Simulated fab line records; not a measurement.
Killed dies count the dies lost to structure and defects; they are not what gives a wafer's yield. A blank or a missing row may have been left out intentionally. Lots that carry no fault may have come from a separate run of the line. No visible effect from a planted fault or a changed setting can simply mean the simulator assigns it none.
fab line records :: flow rit-cmos
record
  lots=13
  wafers=39
  last-day=7
route steps=202 shown CONTACT@173 M1@202
lots that met no fault: from a run of the same line without faults
start-h: start of the lot's first displayed wafer, in hours after the record's first day :: wait-h: hours from the lot's prior step to this one :: " as in the row above :: L1.1+2: a single row standing in for several wafers :: - no value present, or no start provided :: * or withheld: withheld :: < > ~ a bound
route shown NAME@n: NAME is a module with steps in the file, n the number in the route of the first one :: usual: mean/standard deviation taken from wafers without a fault :: same: alike in all rows :: chamber/n: place in a boat :: sites: the reading at each site :: _std_site: standard deviation of those values :: _edge_site: mean of outer sites minus mean of inner sites :: radius-mm: how far each site lies from the wafer's centre :: mask NAME#n: copy n :: behind: the tool/chamber that last shaped the wafer :: hold: reason for holding the lot/hours on hold/outcome of the hold :: device: the n, p or np transistor that did not switch :: end of line: tests of these same wafers at the route's end :: a step given without rows: its recipe and nothing more :: killed: count of dies lost to structure and defects at first sort (not the wafer's yield) :: map: shows each die of a wafer: x if killed, . if not, _ if none is there
set.NAME: the setting that was run; set.NAME@STEP: the one run at that earlier step :: model.NAME: the simulator's own value behind a step, which no gauge read
the route's steps for a sample of lots (tables are steps, rows are wafers)
services: a tool's chamber out of use, with start hour (start-h, from the record's first day; less than 0 if before it), hours out, and reason
## steps
# step RIT_CONTACT_EXPOSE_05
# recipe
  mask-id=M11
  na=0.6
  source-shape=conventional
  sigma-outer=0.5
  target-cd-nm=1000
  dose-mj=250
# usual
  focus-offset-nm=0.1/0.53
lot.wafer: L302.1
tool: iline-stepper-02
chamber: 0
start-h: 67.86
wait-h: 0.2
mask: M11#0
focus-offset-nm: -0.3

lot.wafer: L302.4
tool: iline-stepper-02
chamber: 0
start-h: 67.86
wait-h: 0.2
mask: M11#0
focus-offset-nm: -0.1

lot.wafer: L302.5
tool: iline-stepper-02
chamber: 0
start-h: 67.86
wait-h: 0.2
mask: M11#0
focus-offset-nm: -0.5

lot.wafer: L303.1
tool: iline-stepper-01
chamber: 0
start-h: 75.78
wait-h: 0.2
mask: M11#0
focus-offset-nm: 0.7

lot.wafer: L303.3
tool: iline-stepper-01
chamber: 0
start-h: 75.78
wait-h: 0.2
mask: M11#0
focus-offset-nm: 0.9

lot.wafer: L303.6
tool: iline-stepper-01
chamber: 0
start-h: 75.78
wait-h: 0.2
mask: M11#0
focus-offset-nm: 1.6

lot.wafer: L305.1
tool: iline-stepper-01
chamber: 0
start-h: 83.43
wait-h: 0.2
mask: M11#0
focus-offset-nm: 0.7

lot.wafer: L305.4
tool: iline-stepper-01
chamber: 0
start-h: 83.43
wait-h: 0.2
mask: M11#0
focus-offset-nm: 0.4

lot.wafer: L305.5
tool: iline-stepper-01
chamber: 0
start-h: 83.43
wait-h: 0.2
mask: M11#0
focus-offset-nm: 0.9

lot.wafer: L306.2
tool: iline-stepper-02
chamber: 0
start-h: 86.12
wait-h: 0.2
mask: M11#0
focus-offset-nm: 1.1

lot.wafer: L306.4
tool: iline-stepper-02
chamber: 0
start-h: 86.12
wait-h: 0.2
mask: M11#0
focus-offset-nm: 0.5

lot.wafer: L306.6
tool: iline-stepper-02
chamber: 0
start-h: 86.12
wait-h: 0.2
mask: M11#0
focus-offset-nm: 0.8

lot.wafer: L307.4
tool: iline-stepper-02
chamber: 0
start-h: 89.71
wait-h: 0.1
mask: M11#0
focus-offset-nm: 0.5

lot.wafer: L307.5
tool: iline-stepper-02
chamber: 0
start-h: 89.71
wait-h: 0.1
mask: M11#0
focus-offset-nm: 1.2

lot.wafer: L307.6
tool: iline-stepper-02
chamber: 0
start-h: 89.71
wait-h: 0.1
mask: M11#0
focus-offset-nm: 0.6

lot.wafer: L308.3
tool: iline-stepper-02
chamber: 0
start-h: 97.04
wait-h: 0.1
mask: M11#0
focus-offset-nm: 0.5

lot.wafer: L308.4
tool: iline-stepper-02
chamber: 0
start-h: 97.04
wait-h: 0.1
mask: M11#0
focus-offset-nm: 0.2

lot.wafer: L308.6
tool: iline-stepper-02
chamber: 0
start-h: 97.04
wait-h: 0.1
mask: M11#0
focus-offset-nm: 0.4

lot.wafer: L309.1
tool: iline-stepper-01
chamber: 0
start-h: 102.11
wait-h: 0.3
mask: M11#0
focus-offset-nm: -0.2

lot.wafer: L309.3
tool: iline-stepper-01
chamber: 0
start-h: 102.11
wait-h: 0.3
mask: M11#0
focus-offset-nm: -0.1

lot.wafer: L309.4
tool: iline-stepper-01
chamber: 0
start-h: 102.11
wait-h: 0.3
mask: M11#0
focus-offset-nm: 0.0

lot.wafer: L313.3
tool: iline-stepper-01
chamber: 0
start-h: 118.62
wait-h: 0.2
mask: M11#0
focus-offset-nm: 0.0

lot.wafer: L313.5
tool: iline-stepper-01
chamber: 0
start-h: 118.62
wait-h: 0.2
mask: M11#0
focus-offset-nm: 0.7

lot.wafer: L313.6
tool: iline-stepper-01
chamber: 0
start-h: 118.62
wait-h: 0.2
mask: M11#0
focus-offset-nm: 0.1

lot.wafer: L316.2
tool: iline-stepper-02
chamber: 0
start-h: 136.03
wait-h: 0.2
mask: M11#0
focus-offset-nm: -0.3

lot.wafer: L316.3
tool: iline-stepper-02
chamber: 0
start-h: 136.03
wait-h: 0.2
mask: M11#0
focus-offset-nm: 0.5

lot.wafer: L316.5
tool: iline-stepper-02
chamber: 0
start-h: 136.03
wait-h: 0.2
mask: M11#0
focus-offset-nm: 0.4

lot.wafer: L317.3
tool: iline-stepper-02
chamber: 0
start-h: 142.49
wait-h: 0.1
mask: M11_R1#0
focus-offset-nm: -0.1

lot.wafer: L317.4
tool: iline-stepper-02
chamber: 0
start-h: 142.49
wait-h: 0.1
mask: M11_R1#0
focus-offset-nm: 0.6

lot.wafer: L317.6
tool: iline-stepper-02
chamber: 0
start-h: 142.49
wait-h: 0.1
mask: M11_R1#0
focus-offset-nm: -0.4

lot.wafer: L319.3
tool: iline-stepper-01
chamber: 0
start-h: 149.76
wait-h: 0.1
mask: M11#0
focus-offset-nm: -0.4

lot.wafer: L319.5
tool: iline-stepper-01
chamber: 0
start-h: 149.76
wait-h: 0.1
mask: M11#0
focus-offset-nm: 0.2

lot.wafer: L319.6
tool: iline-stepper-01
chamber: 0
start-h: 149.76
wait-h: 0.1
mask: M11#0
focus-offset-nm: -0.7

lot.wafer: L321.1
tool: iline-stepper-01
chamber: 0
start-h: 162.39
wait-h: 0.1
mask: M11#0
focus-offset-nm: -0.4

lot.wafer: L321.4
tool: iline-stepper-01
chamber: 0
start-h: 162.39
wait-h: 0.1
mask: M11#0
focus-offset-nm: -0.8

lot.wafer: L321.5
tool: iline-stepper-01
chamber: 0
start-h: 162.39
wait-h: 0.1
mask: M11#0
focus-offset-nm: -0.7

lot.wafer: L323.1
tool: iline-stepper-02
chamber: 0
start-h: 171.43
wait-h: 0.1
mask: M11#0
focus-offset-nm: -0.4

lot.wafer: L323.4
tool: iline-stepper-02
chamber: 0
start-h: 171.43
wait-h: 0.1
mask: M11#0
focus-offset-nm: -0.6

lot.wafer: L323.5
tool: iline-stepper-02
chamber: 0
start-h: 171.43
wait-h: 0.1
mask: M11#0
focus-offset-nm: -1.1
# step RIT_CONTACT_CD_MEAS_08
# recipe
  target-cd-nm=1000
# usual
  cd-nm=999.8/2.3
lot.wafer: L302.1
tool: cd-sem-01
chamber: -
start-h: 68.38
wait-h: -
cd-nm: 997.1

lot.wafer: L302.4
tool: cd-sem-01
chamber: -
start-h: 68.38
wait-h: -
cd-nm: 993.5

lot.wafer: L302.5
tool: cd-sem-01
chamber: -
start-h: 68.38
wait-h: -
cd-nm: 994.4

lot.wafer: L303.1
tool: cd-sem-01
chamber: -
start-h: 76.30
wait-h: -
cd-nm: 996.7

lot.wafer: L303.3
tool: cd-sem-01
chamber: -
start-h: 76.30
wait-h: -
cd-nm: 996.6

lot.wafer: L303.6
tool: cd-sem-01
chamber: -
start-h: 76.30
wait-h: -
cd-nm: 997.9

lot.wafer: L305.1
tool: cd-sem-01
chamber: -
start-h: 83.95
wait-h: -
cd-nm: 1000.0

lot.wafer: L305.4
tool: cd-sem-01
chamber: -
start-h: 83.95
wait-h: -
cd-nm: 1000.9

lot.wafer: L305.5
tool: cd-sem-01
chamber: -
start-h: 83.95
wait-h: -
cd-nm: 1000.3

lot.wafer: L306.2
tool: cd-sem-02
chamber: -
start-h: 86.77
wait-h: -
cd-nm: 1003.1

lot.wafer: L306.4
tool: cd-sem-02
chamber: -
start-h: 86.77
wait-h: -
cd-nm: 1003.6

lot.wafer: L306.6
tool: cd-sem-02
chamber: -
start-h: 86.77
wait-h: -
cd-nm: 1005.4

lot.wafer: L307.4
tool: cd-sem-01
chamber: -
start-h: 90.23
wait-h: -
cd-nm: 999.5

lot.wafer: L307.5
tool: cd-sem-01
chamber: -
start-h: 90.23
wait-h: -
cd-nm: 999.8

lot.wafer: L307.6
tool: cd-sem-01
chamber: -
start-h: 90.23
wait-h: -
cd-nm: 998.5

lot.wafer: L308.3
tool: cd-sem-02
chamber: -
start-h: 97.56
wait-h: -
cd-nm: 1002.2

lot.wafer: L308.4
tool: cd-sem-02
chamber: -
start-h: 97.56
wait-h: -
cd-nm: 1003.6

lot.wafer: L308.6
tool: cd-sem-02
chamber: -
start-h: 97.56
wait-h: -
cd-nm: 1002.6

lot.wafer: L309.1
tool: cd-sem-02
chamber: -
start-h: 102.62
wait-h: -
cd-nm: 999.8

lot.wafer: L309.3
tool: cd-sem-02
chamber: -
start-h: 102.62
wait-h: -
cd-nm: 1000.0

lot.wafer: L309.4
tool: cd-sem-02
chamber: -
start-h: 102.62
wait-h: -
cd-nm: 997.4

lot.wafer: L313.3
tool: cd-sem-02
chamber: -
start-h: 119.14
wait-h: -
cd-nm: 998.5

lot.wafer: L313.5
tool: cd-sem-02
chamber: -
start-h: 119.14
wait-h: -
cd-nm: 1000.8

lot.wafer: L313.6
tool: cd-sem-02
chamber: -
start-h: 119.14
wait-h: -
cd-nm: 1000.2

lot.wafer: L316.2
tool: cd-sem-01
chamber: -
start-h: 136.55
wait-h: -
cd-nm: 1001.2

lot.wafer: L316.3
tool: cd-sem-01
chamber: -
start-h: 136.55
wait-h: -
cd-nm: 999.9

lot.wafer: L316.5
tool: cd-sem-01
chamber: -
start-h: 136.55
wait-h: -
cd-nm: 1002.3

lot.wafer: L317.3
tool: cd-sem-01
chamber: -
start-h: 143.01
wait-h: -
cd-nm: 1151.8

lot.wafer: L317.4
tool: cd-sem-01
chamber: -
start-h: 143.01
wait-h: -
cd-nm: 1150.3

lot.wafer: L317.6
tool: cd-sem-01
chamber: -
start-h: 143.01
wait-h: -
cd-nm: 1150.1

lot.wafer: L319.3
tool: cd-sem-01
chamber: -
start-h: 150.28
wait-h: -
cd-nm: 995.6

lot.wafer: L319.5
tool: cd-sem-01
chamber: -
start-h: 150.28
wait-h: -
cd-nm: 995.2

lot.wafer: L319.6
tool: cd-sem-01
chamber: -
start-h: 150.28
wait-h: -
cd-nm: 994.3

lot.wafer: L321.1
tool: cd-sem-01
chamber: -
start-h: 162.91
wait-h: -
cd-nm: 998.8

lot.wafer: L321.4
tool: cd-sem-01
chamber: -
start-h: 162.91
wait-h: -
cd-nm: 1000.0

lot.wafer: L321.5
tool: cd-sem-01
chamber: -
start-h: 162.91
wait-h: -
cd-nm: 997.6

lot.wafer: L323.1
tool: cd-sem-01
chamber: -
start-h: 171.95
wait-h: -
cd-nm: 1000.5

lot.wafer: L323.4
tool: cd-sem-01
chamber: -
start-h: 171.95
wait-h: -
cd-nm: 998.5

lot.wafer: L323.5
tool: cd-sem-01
chamber: -
start-h: 171.95
wait-h: -
cd-nm: 998.1
# step RIT_M1_PROBE_99
# usual
  defect-limited-yield=97.4/1.2
  killed-at-contacts=0.0/0.22
  killed-at-front-end=7/3
  killed-dies=7/3.1
  killed-open=3.4/2.1
  killed-short=3.4/2
  sort_bin_3_pad_short=0.1/0.23
  sort_bin_5_function=1.5/0.76
  sort_bin_6_memory=1.0/0.74
  sort-n-pass=257/3.1
  sort-yield-pct=97.4/1.2
# same
  gross-dies=264
  killed_at_M0_to_M3=0
  killed_at_M4_up=0
  killed-at-back-side=0
  killed-at-other=0
lot.wafer: L307.4
tool: prober-02
chamber: -
start-h: 95.76
wait-h: 0.2
defect-limited-yield[%]: 95.5
killed-at-contacts: 0
killed-at-front-end: 12
killed-dies: 12
killed-open: 6
killed-short: 6
sort_bin_3_pad_short[%]: 0.4
sort_bin_5_function[%]: 1.1
sort_bin_6_memory[%]: 3.0
sort-n-pass: 252
sort-yield-pct[%]: 95.5

lot.wafer: L307.5
tool: prober-02
chamber: -
start-h: 95.81
wait-h: 0.2
defect-limited-yield[%]: 96.6
killed-at-contacts: 0
killed-at-front-end: 9
killed-dies: 9
killed-open: 5
killed-short: 4
sort_bin_3_pad_short[%]: 0.4
sort_bin_5_function[%]: 1.9
sort_bin_6_memory[%]: 1.1
sort-n-pass: 255
sort-yield-pct[%]: 96.6

lot.wafer: L307.6
tool: prober-02
chamber: -
start-h: 95.86
wait-h: 0.2
defect-limited-yield[%]: 95.8
killed-at-contacts: 0
killed-at-front-end: 11
killed-dies: 11
killed-open: 5
killed-short: 6
sort_bin_3_pad_short[%]: 0.4
sort_bin_5_function[%]: 3.0
sort_bin_6_memory[%]: 0.8
sort-n-pass: 253
sort-yield-pct[%]: 95.8

lot.wafer: L309.1
tool: prober-02
chamber: -
start-h: 108.09
wait-h: 0.1
defect-limited-yield[%]: 97.7
killed-at-contacts: 0
killed-at-front-end: 6
killed-dies: 6
killed-open: 3
killed-short: 3
sort_bin_3_pad_short[%]: 0
sort_bin_5_function[%]: 1.9
sort_bin_6_memory[%]: 0.4
sort-n-pass: 258
sort-yield-pct[%]: 97.7

lot.wafer: L309.3
tool: prober-02
chamber: -
start-h: 108.19
wait-h: 0.2
defect-limited-yield[%]: 97.7
killed-at-contacts: 0
killed-at-front-end: 6
killed-dies: 6
killed-open: 2
killed-short: 4
sort_bin_3_pad_short[%]: 0.4
sort_bin_5_function[%]: 0.4
sort_bin_6_memory[%]: 1.5
sort-n-pass: 258
sort-yield-pct[%]: 97.7

lot.wafer: L309.4
tool: prober-02
chamber: -
start-h: 108.24
wait-h: 0.2
defect-limited-yield[%]: 95.1
killed-at-contacts: 0
killed-at-front-end: 13
killed-dies: 13
killed-open: 5
killed-short: 8
sort_bin_3_pad_short[%]: 0
sort_bin_5_function[%]: 1.9
sort_bin_6_memory[%]: 3.0
sort-n-pass: 251
sort-yield-pct[%]: 95.1

lot.wafer: L316.2
tool: prober-01
chamber: -
start-h: 142.07
wait-h: 0.1
defect-limited-yield[%]: 98.5
killed-at-contacts: 0
killed-at-front-end: 4
killed-dies: 4
killed-open: 3
killed-short: 1
sort_bin_3_pad_short[%]: 0
sort_bin_5_function[%]: 1.1
sort_bin_6_memory[%]: 0.4
sort-n-pass: 260
sort-yield-pct[%]: 98.5

lot.wafer: L316.3
tool: prober-01
chamber: -
start-h: 142.12
wait-h: 0.2
defect-limited-yield[%]: 96.6
killed-at-contacts: 0
killed-at-front-end: 9
killed-dies: 9
killed-open: 3
killed-short: 6
sort_bin_3_pad_short[%]: 0.8
sort_bin_5_function[%]: 0.8
sort_bin_6_memory[%]: 1.9
sort-n-pass: 255
sort-yield-pct[%]: 96.6

lot.wafer: L316.5
tool: prober-01
chamber: -
start-h: 142.22
wait-h: 0.2
defect-limited-yield[%]: 98.9
killed-at-contacts: 0
killed-at-front-end: 3
killed-dies: 3
killed-open: 1
killed-short: 2
sort_bin_3_pad_short[%]: 0
sort_bin_5_function[%]: 1.1
sort_bin_6_memory[%]: 0
sort-n-pass: 261
sort-yield-pct[%]: 98.9
# killed by level:class
L307.4 FOX1:geometric-particle:open=4 FOX1:geometric-particle:short=2 REOX:geometric-particle:short=2 GATE:geometric-particle:open=1 GATE:geometric-particle:short=1 SILICIDE:geometric-particle:open=1 SILICIDE:geometric-particle:short=1
L307.5 FOX1:geometric-particle:short=2 FOX2:geometric-particle:open=2 REOX:geometric-particle:open=2 FOX2:geometric-particle:short=1 GATE:geometric-particle:open=1 REOX:geometric-particle:short=1
L307.6 GATE:geometric-particle:short=3 FOX1:geometric-particle:open=2 SPACER:geometric-particle:short=2 FOX1:geometric-particle:short=1 FOX2:geometric-particle:open=1 REOX:geometric-particle:open=1 SILICIDE:geometric-particle:open=1
L309.1 GATE:geometric-particle:open=3 FOX1:geometric-particle:short=1 GATE:geometric-particle:short=1 SILICIDE:geometric-particle:short=1
L309.3 GATE:geometric-particle:short=3 FOX1:geometric-particle:open=1 GATE:geometric-particle:open=1 SILICIDE:geometric-particle:short=1
L309.4 GATE:geometric-particle:short=5 FOX1:geometric-particle:open=2 GATE:geometric-particle:open=2 FOX2:geometric-particle:short=1 REOX:geometric-particle:short=1 SILICIDE:geometric-particle:open=1 SILICIDE:geometric-particle:short=1
L316.2 FOX1:geometric-particle:open=1 FOX1:geometric-particle:short=1 GATE:geometric-particle:open=1 SILICIDE:geometric-particle:open=1
L316.3 FOX2:geometric-particle:short=2 FOX1:geometric-particle:open=1 FOX1:geometric-particle:short=1 GATE:geometric-particle:short=1 REOX:geometric-particle:open=1 SPACER:geometric-particle:open=1 SPACER:geometric-particle:short=1 SILICIDE:geometric-particle:short=1
L316.5 FOX1:geometric-particle:short=1 GATE:geometric-particle:open=1 SPACER:geometric-particle:short=1
## services
tool: iline-stepper-02
chamber: -
start-h: 52.71
hours: 1.7
kind: pm

tool: iline-stepper-02
chamber: 0
start-h: 55.42
hours: -
kind: calibration

tool: iline-stepper-01
chamber: -
start-h: 96.02
hours: 1.7
kind: pm

tool: iline-stepper-01
chamber: 0
start-h: 105.76
hours: -
kind: calibration
## key
first-sign
  step=RIT_CONTACT_EXPOSE_05
  reading=mask
  direction=changed
effect
  step=RIT_CONTACT_CD_MEAS_08
  reading=cd-nm
  direction=up
  sigmas=66
  usual=999.8
  struck=1150.8
met-at RIT_CONTACT_EXPOSE_05
struck-lots L317
rows-end L317.3,L317.4,L317.6
onset-between 136.03 142.49
fault
  kind=wrong-mask
  tool=any
  chamber=-
  onset-h=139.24
  steps=RIT_CONTACT_EXPOSE_05
  aux-copy=M11_R1#0
  cd-offset-nm=150
  scope=struck-lots-only
# rows-end: these wafers met a further fault down the route, and their rows from its step on are left out
